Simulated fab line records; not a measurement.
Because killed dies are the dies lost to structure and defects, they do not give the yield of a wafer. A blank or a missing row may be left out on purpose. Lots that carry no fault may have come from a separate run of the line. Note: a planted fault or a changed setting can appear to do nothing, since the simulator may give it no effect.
fab line records + flow berkeley_cmos170
[record]
- lots = 13
- wafers = 39
- last_day = 13
route steps=331 shown ACTIVE@63 PFIELD@87 GATE@128 PLDD@148
lots with no fault: from the same line, run without faults
start_h: hours from the record's opening day to when the first of the lot's shown wafers began + wait_h: time in hours since the lot's previous step + " identical to the entry in the row above + L1.1+2: one row covering several wafers at once + - either no value or no given start + * or withheld: withheld + < > ~ a bound
route shown NAME@n: a module of which the file shows steps, and the number in the route of the first + usual: average and standard deviation across the fault-free wafers + same: alike in all rows + chamber/n: place in a boat + sites: readings site by site + _std_site: how widely they spread, as a standard deviation + _edge_site: outer sites' mean less inner sites' + radius_mm: how far each site lies from the wafer's centre + mask NAME#n: copy n + behind: the last tool/chamber to shape the wafer + hold: the reason the lot was held/the length of the hold in hours/how it ended + device: transistor that didn't switch, given as n, p or np + end of line: the route-end tests of the same wafers + a step with no rows: only its recipe + killed: not the wafer's yield, but the dies lost to structure and defects at the first sort + map: per-die view of a wafer (x killed, . not killed, _ where there is no die)
set.NAME: the setting as run; set.NAME@STEP: as run at that earlier step + model.NAME: the simulator's own value behind a step, which no gauge read
one table for each step of the route and one row for each wafer, over a sample of lots
services: when a tool's chamber went out of use (start_h, in hours from the record's first day, below 0 if earlier), for how many hours, and the reason
[[steps]]
[step UCB170_ACTIVE_THK_MEAS_03]
[recipe]
- reads = SiO2_of_ACTIVE_OXIDATION_02
[usual]
- ACTIVE_OXIDE_THK = 26.5/0.45
| lot.wafer | tool          | chamber | start_h | wait_h | ACTIVE_OXIDE_THK[nm] |
|-----------|---------------|---------|---------|--------|----------------------|
| L431.1    | film_metro-01 | -       | 93.59   | 0.0    | 26.7                 |
| L431.5    | "             | -       | "       | "      | 26.6                 |
| L431.6    | "             | -       | "       | "      | 26.7                 |
| L432.3    | film_metro-02 | -       | 93.61   | 0.0    | 26.8                 |
| L432.4    | "             | -       | "       | "      | 26.5                 |
| L432.6    | "             | -       | "       | "      | 27.0                 |
| L434.1    | film_metro-03 | -       | 104.09  | 0.0    | 26.7                 |
| L434.5    | "             | -       | "       | "      | 27.0                 |
| L434.6    | "             | -       | "       | "      | 26.3                 |
| L433.2    | film_metro-01 | -       | 104.10  | 0.0    | 25.8                 |
| L433.3    | "             | -       | "       | "      | 25.9                 |
| L433.5    | "             | -       | "       | "      | 26.1                 |
| L435.1    | film_metro-01 | -       | 110.29  | 0.0    | 26.3                 |
| L435.3    | "             | -       | "       | "      | 26.5                 |
| L435.5    | "             | -       | "       | "      | 26.3                 |
| L436.4    | film_metro-03 | -       | 110.32  | 0.0    | 26.5                 |
| L436.5    | "             | -       | "       | "      | 26.2                 |
| L436.6    | "             | -       | "       | "      | 26.7                 |
| L439.1    | film_metro-03 | -       | 128.56  | 0.0    | 27.1                 |
| L439.2    | "             | -       | "       | "      | 26.9                 |
| L439.3    | "             | -       | "       | "      | 27.0                 |
| L438.4    | film_metro-02 | -       | 128.59  | 0.0    | 27.6                 |
| L438.5    | "             | -       | "       | "      | 27.4                 |
| L438.6    | "             | -       | "       | "      | 27.9                 |
| L442.2    | film_metro-01 | -       | 135.77  | 0.0    | 26.4                 |
| L442.3    | "             | -       | "       | "      | 26.5                 |
| L442.6    | "             | -       | "       | "      | 25.8                 |
| L441.1    | film_metro-01 | -       | 135.82  | 0.1    | 26.6                 |
| L441.2    | "             | -       | "       | "      | 26.3                 |
| L441.5    | "             | -       | "       | "      | 26.0                 |
| L443.1    | film_metro-01 | -       | 155.90  | 0.0    | 25.1                 |
| L443.2    | "             | -       | "       | "      | 25.5                 |
| L443.3    | "             | -       | "       | "      | 25.9                 |
| L444.2    | film_metro-03 | -       | 155.91  | 0.0    | 27.0                 |
| L444.4    | "             | -       | "       | "      | 26.9                 |
| L444.5    | "             | -       | "       | "      | 26.7                 |
| L451.1    | film_metro-03 | -       | 192.43  | 0.1    | 26.1                 |
| L451.4    | "             | -       | "       | "      | 25.7                 |
| L451.5    | "             | -       | "       | "      | 25.9                 |
[step UCB170_PFIELD_STRIP_08]
[recipe]
- chemistry = O2
- power_w = 400
- pressure_mtorr = 3500
- platen_temp_c = withheld
- o2_flow_sccm = 400
- overash_fraction = 0.5
[usual]
- drypump_motor_current_A = 5.9/0.5
- oes_product_au = 0.735/0.0046
- strip_time_to_endpoint_s = 21.63/0.064
| lot.wafer | tool            | chamber | start_h | wait_h | drypump_motor_current_A | oes_product_au | rf_hours_counter_h | strip_time_to_endpoint_s |
|-----------|-----------------|---------|---------|--------|-------------------------|----------------|--------------------|--------------------------|
| L431.1    | plasma_asher-01 | 0       | 107.60  | 0.1    | 6.2                     | 0.734          | 40                 | 21.69                    |
| L431.5    | "               | 0       | "       | "      | 6.2                     | 0.729          | -                  | 21.64                    |
| L431.6    | "               | 1       | "       | "      | 6.2                     | 0.737          | -                  | 21.60                    |
| L432.3    | plasma_asher-01 | 0       | 107.91  | 0.1    | 6.2                     | 0.736          | -                  | 21.58                    |
| L432.4    | "               | 1       | "       | "      | 6.2                     | 0.734          | -                  | 21.63                    |
| L432.6    | "               | 1       | "       | "      | 6.2                     | 0.734          | -                  | 21.53                    |
| L434.1    | plasma_asher-03 | 1       | 114.50  | 0.1    | 5.5                     | 0.735          | 38                 | 21.62                    |
| L434.5    | "               | 1       | "       | "      | 5.4                     | 0.740          | -                  | 21.57                    |
| L434.6    | "               | 0       | "       | "      | 6.7                     | 0.734          | -                  | 21.57                    |
| L433.2    | plasma_asher-01 | 0       | 114.65  | 0.1    | 6.2                     | 0.739          | 41                 | 21.68                    |
| L433.3    | "               | 0       | "       | "      | 6.2                     | 0.731          | -                  | 21.65                    |
| L433.5    | "               | 0       | "       | "      | 6.2                     | 0.735          | -                  | 21.68                    |
| L435.1    | plasma_asher-03 | 0       | 121.36  | 0.1    | 6.7                     | 0.733          | 39                 | 21.76                    |
| L435.3    | "               | 0       | "       | "      | 6.7                     | 0.741          | -                  | 21.67                    |
| L435.5    | "               | 0       | "       | "      | 6.6                     | 0.733          | -                  | 21.83                    |
| L436.4    | plasma_asher-03 | 0       | 121.92  | 0.1    | 6.7                     | 0.742          | -                  | 21.62                    |
| L436.5    | "               | 0       | "       | "      | 6.7                     | 0.730          | -                  | 21.62                    |
| L436.6    | "               | 1       | "       | "      | 5.5                     | 0.735          | -                  | 21.67                    |
| L439.1    | plasma_asher-04 | 0       | 140.93  | 0.1    | 5.2                     | 0.731          | 2                  | 21.70                    |
| L439.2    | "               | 1       | "       | "      | 5.8                     | 0.731          | 2                  | 21.72                    |
| L439.3    | "               | 0       | "       | "      | 5.2                     | 0.737          | -                  | 21.69                    |
| L438.4    | plasma_asher-04 | 0       | 141.55  | 0.1    | 5.1                     | 0.735          | -                  | 21.61                    |
| L438.5    | "               | 0       | "       | "      | 5.1                     | 0.733          | -                  | 21.63                    |
| L438.6    | "               | 1       | "       | "      | 5.8                     | 0.731          | -                  | 21.62                    |
| L442.2    | plasma_asher-04 | 0       | 150.00  | 0.1    | 5.1                     | 0.738          | 3                  | 21.59                    |
| L442.3    | "               | 0       | "       | "      | 5.2                     | 0.742          | -                  | 21.64                    |
| L442.6    | "               | 1       | "       | "      | 5.8                     | 0.735          | -                  | 21.68                    |
| L441.1    | plasma_asher-01 | 0       | 150.11  | 0.1    | 6.2                     | 0.742          | 44                 | 21.56                    |
| L441.2    | "               | 1       | "       | "      | 6.2                     | 0.735          | 44                 | 21.58                    |
| L441.5    | "               | 1       | "       | "      | 6.2                     | 0.738          | -                  | 21.57                    |
| L443.1    | plasma_asher-03 | 1       | 170.12  | 0.1    | 5.5                     | 0.740          | 44                 | 21.55                    |
| L443.2    | "               | 0       | "       | "      | 6.7                     | 0.730          | 44                 | 21.62                    |
| L443.3    | "               | 0       | "       | "      | 6.7                     | 0.737          | -                  | 21.58                    |
| L444.2    | plasma_asher-04 | 0       | 170.27  | 0.1    | 5.2                     | 0.733          | 5                  | 21.66                    |
| L444.4    | "               | 0       | "       | "      | 5.2                     | 0.735          | -                  | 21.62                    |
| L444.5    | "               | 1       | "       | "      | 5.8                     | 0.727          | -                  | 21.63                    |
| L451.1    | plasma_asher-04 | 0       | 207.56  | 0.1    | 5.2                     | 0.741          | 9                  | 21.73                    |
| L451.4    | "               | 1       | "       | "      | 5.7                     | 0.734          | -                  | 21.69                    |
| L451.5    | "               | 1       | "       | "      | 5.8                     | 0.739          | -                  | 21.72                    |
[step UCB170_GATE_THK_MEAS_02]
[recipe]
- reads = SiO2_of_GATE_OXIDATION_01
[usual]
- GATE_OXIDE_THK = 6.62/0.12
| lot.wafer | tool          | chamber | start_h | wait_h | GATE_OXIDE_THK[nm] |
|-----------|---------------|---------|---------|--------|--------------------|
| L431.1    | film_metro-03 | -       | 152.98  | 0.0    | 6.57               |
| L431.5    | "             | -       | "       | "      | 6.63               |
| L431.6    | "             | -       | "       | "      | 6.57               |
| L432.3    | film_metro-02 | -       | 153.00  | 0.0    | 6.68               |
| L432.4    | "             | -       | "       | "      | 6.59               |
| L432.6    | "             | -       | "       | "      | 6.69               |
| L434.1    | film_metro-02 | -       | 160.50  | 0.0    | 6.64               |
| L434.5    | "             | -       | "       | "      | 6.68               |
| L434.6    | "             | -       | "       | "      | 6.64               |
| L433.2    | film_metro-03 | -       | 160.51  | 0.0    | 6.58               |
| L433.3    | "             | -       | "       | "      | 6.49               |
| L433.5    | "             | -       | "       | "      | 6.59               |
| L436.4    | film_metro-03 | -       | 170.22  | 0.0    | 6.48               |
| L436.5    | "             | -       | "       | "      | 6.43               |
| L436.6    | "             | -       | "       | "      | 6.42               |
| L435.1    | film_metro-04 | -       | 170.25  | 0.1    | 6.82               |
| L435.3    | "             | -       | "       | "      | 6.78               |
| L435.5    | "             | -       | "       | "      | 6.99               |
| L438.4    | film_metro-03 | -       | 185.83  | 0.0    | 6.64               |
| L438.5    | "             | -       | "       | "      | 6.63               |
| L438.6    | "             | -       | "       | "      | 6.70               |
| L439.1    | film_metro-02 | -       | 185.84  | 0.0    | 6.33               |
| L439.2    | "             | -       | "       | "      | 6.53               |
| L439.3    | "             | -       | "       | "      | 6.44               |
| L441.1    | film_metro-04 | -       | 195.22  | 0.0    | 6.58               |
| L441.2    | "             | -       | "       | "      | 6.58               |
| L441.5    | "             | -       | "       | "      | 6.59               |
| L442.2    | film_metro-02 | -       | 195.23  | 0.0    | 6.78               |
| L442.3    | "             | -       | "       | "      | 6.77               |
| L442.6    | "             | -       | "       | "      | 6.90               |
| L443.1    | film_metro-03 | -       | 212.50  | 0.0    | 6.72               |
| L443.2    | "             | -       | "       | "      | 6.79               |
| L443.3    | "             | -       | "       | "      | 6.75               |
| L444.2    | film_metro-02 | -       | 212.51  | 0.0    | 6.56               |
| L444.4    | "             | -       | "       | "      | 6.61               |
| L444.5    | "             | -       | "       | "      | 6.59               |
| L451.1    | film_metro-04 | -       | 246.27  | 0.1    | 6.72               |
| L451.4    | "             | -       | "       | "      | 6.68               |
| L451.5    | "             | -       | "       | "      | 6.68               |
[step UCB170_PLDD_EXPOSE_03]
[recipe]
- mask_id = PSELECT
- na = 0.5
- sigma_outer = 0.6
- source_shape = conventional
- target_cd_nm = 1200
- dose_mj = 30
[usual]
- exposure_dose_mJ_cm2 = 30.00/0.03
| lot.wafer | tool           | chamber | start_h | wait_h | mask      | exposure_dose_mJ_cm2 |
|-----------|----------------|---------|---------|--------|-----------|----------------------|
| L432.3    | krf_scanner-02 | 0       | 163.44  | 0.1    | PSELECT#0 | 29.99                |
| L432.4    | "              | 0       | "       | "      | PSELECT#0 | 29.97                |
| L432.6    | "              | 0       | "       | "      | PSELECT#0 | 29.99                |
| L431.1    | krf_scanner-01 | 0       | 164.42  | 0.2    | PSELECT#0 | 29.96                |
| L431.5    | "              | 0       | "       | "      | PSELECT#0 | 30.01                |
| L431.6    | "              | 0       | "       | "      | PSELECT#0 | 29.93                |
| L433.2    | krf_scanner-01 | 0       | 171.14  | 0.1    | PSELECT#0 | 30.05                |
| L433.3    | "              | 0       | "       | "      | PSELECT#0 | 30.01                |
| L433.5    | "              | 0       | "       | "      | PSELECT#0 | 29.99                |
| L434.1    | krf_scanner-01 | 0       | 171.24  | 0.2    | PSELECT#0 | 29.96                |
| L434.5    | "              | 0       | "       | "      | PSELECT#0 | 29.98                |
| L434.6    | "              | 0       | "       | "      | PSELECT#0 | 29.96                |
| L436.4    | krf_scanner-02 | 0       | 180.52  | 0.2    | PSELECT#0 | 29.95                |
| L436.5    | "              | 0       | "       | "      | PSELECT#0 | 29.96                |
| L436.6    | "              | 0       | "       | "      | PSELECT#0 | 29.98                |
| L435.1    | krf_scanner-01 | 0       | 180.70  | 0.2    | PSELECT#0 | 30.00                |
| L435.3    | "              | 0       | "       | "      | PSELECT#0 | 29.98                |
| L435.5    | "              | 0       | "       | "      | PSELECT#0 | 30.02                |
| L439.1    | krf_scanner-02 | 0       | 196.79  | 0.3    | PSELECT#0 | 29.99                |
| L439.2    | "              | 0       | "       | "      | PSELECT#0 | 29.99                |
| L439.3    | "              | 0       | "       | "      | PSELECT#0 | 30.01                |
| L438.4    | krf_scanner-02 | 0       | 197.42  | 0.4    | PSELECT#0 | 29.99                |
| L438.5    | "              | 0       | "       | "      | PSELECT#0 | 30.00                |
| L438.6    | "              | 0       | "       | "      | PSELECT#0 | 29.98                |
| L442.2    | krf_scanner-01 | 0       | 207.43  | -      | PSELECT#0 | 30.04                |
| L442.3    | "              | 0       | "       | "      | PSELECT#0 | 30.06                |
| L442.6    | "              | 0       | "       | "      | PSELECT#0 | 30.06                |
| L441.1    | krf_scanner-02 | 0       | 207.66  | -      | PSELECT#0 | 29.96                |
| L441.2    | "              | 0       | "       | "      | PSELECT#0 | 30.02                |
| L441.5    | "              | 0       | "       | "      | PSELECT#0 | 30.00                |
| L444.2    | krf_scanner-02 | 0       | 220.23  | 0.1    | PSELECT#0 | 30.00                |
| L444.4    | "              | 0       | "       | "      | PSELECT#0 | 29.95                |
| L444.5    | "              | 0       | "       | "      | PSELECT#0 | 30.02                |
| L443.1    | krf_scanner-01 | 0       | 221.21  | 0.3    | PSELECT#0 | 30.03                |
| L443.2    | "              | 0       | "       | "      | PSELECT#0 | 30.00                |
| L443.3    | "              | 0       | "       | "      | PSELECT#0 | 29.96                |
| L451.1    | krf_scanner-01 | 0       | 256.58  | 0.2    | PSELECT#0 | 29.68                |
| L451.4    | "              | 0       | "       | "      | PSELECT#0 | 29.69                |
| L451.5    | "              | 0       | "       | "      | PSELECT#0 | 29.73                |
[[services]]
| tool            | chamber | start_h | hours | kind       |
|-----------------|---------|---------|-------|------------|
| krf_scanner-02  | -       | 84.35   | 4.0   | pm         |
| plasma_asher-04 | -       | 108.75  | 9.0   | pm         |
| plasma_asher-04 | 0       | 108.75  | 9.0   | vent_cycle |
| plasma_asher-04 | 1       | 108.75  | 9.0   | vent_cycle |
| krf_scanner-01  | -       | 108.78  | 0.8   | pm         |
| krf_scanner-01  | -       | 115.30  | 3.6   | pm         |
| plasma_asher-04 | 0       | 117.75  | -     | clean      |
| plasma_asher-04 | 1       | 117.75  | -     | clean      |
| krf_scanner-02  | -       | 149.62  | 4.4   | pm         |
| krf_scanner-02  | -       | 168.60  | 3.6   | pm         |
| krf_scanner-02  | -       | 173.15  | 1.3   | pm         |
| plasma_asher-03 | -       | 189.58  | 5.7   | repair     |
| krf_scanner-01  | -       | 212.89  | 1.0   | pm         |
| krf_scanner-01  | -       | 229.60  | 0.3   | repair     |
| krf_scanner-02  | -       | 234.46  | 0.8   | pm         |
| krf_scanner-01  | -       | 235.21  | 1.3   | pm         |
| krf_scanner-02  | -       | 243.71  | 0.7   | repair     |
| krf_scanner-02  | -       | 248.65  | 1.0   | pm         |
[[key]]
[first_sign]
- step = UCB170_PLDD_EXPOSE_03
- reading = exposure_dose_mJ_cm2
- direction = down
- sigmas = 9.8
- usual = 30.00
- struck = 29.70
effect none on later readings
met_at UCB170_PLDD_EXPOSE_03
struck_lots L451
tester_left_out L451
[loop_trim]
- step = UCB170_PLDD_EXPOSE_03
- setting = dose
- lots = L451
not_acting_at UCB170_ACTIVE_THK_MEAS_03,UCB170_PFIELD_STRIP_08,UCB170_GATE_THK_MEAS_02
onset_between 221.21 256.58
[fault]
- kind = process_parameter_drift
- tool = krf_scanner-01
- chamber = -
- onset_h = 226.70
- steps = UCB170_PLDD_EXPOSE_03
- channel = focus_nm
- offset = 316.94
- spread_by_wafer = 0.3
- shape = step
- end_h = 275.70
// tester_left_out: of these lots the tester's yield and bins aren't shown, on N5 and GAA mostly nor the transistor test; their killed dies are dies lost to structure and defects alone, not to doping, threshold or leakage, so they don't give the yield
// loop_trim: a control loop set the setting to another value than it would have without faults
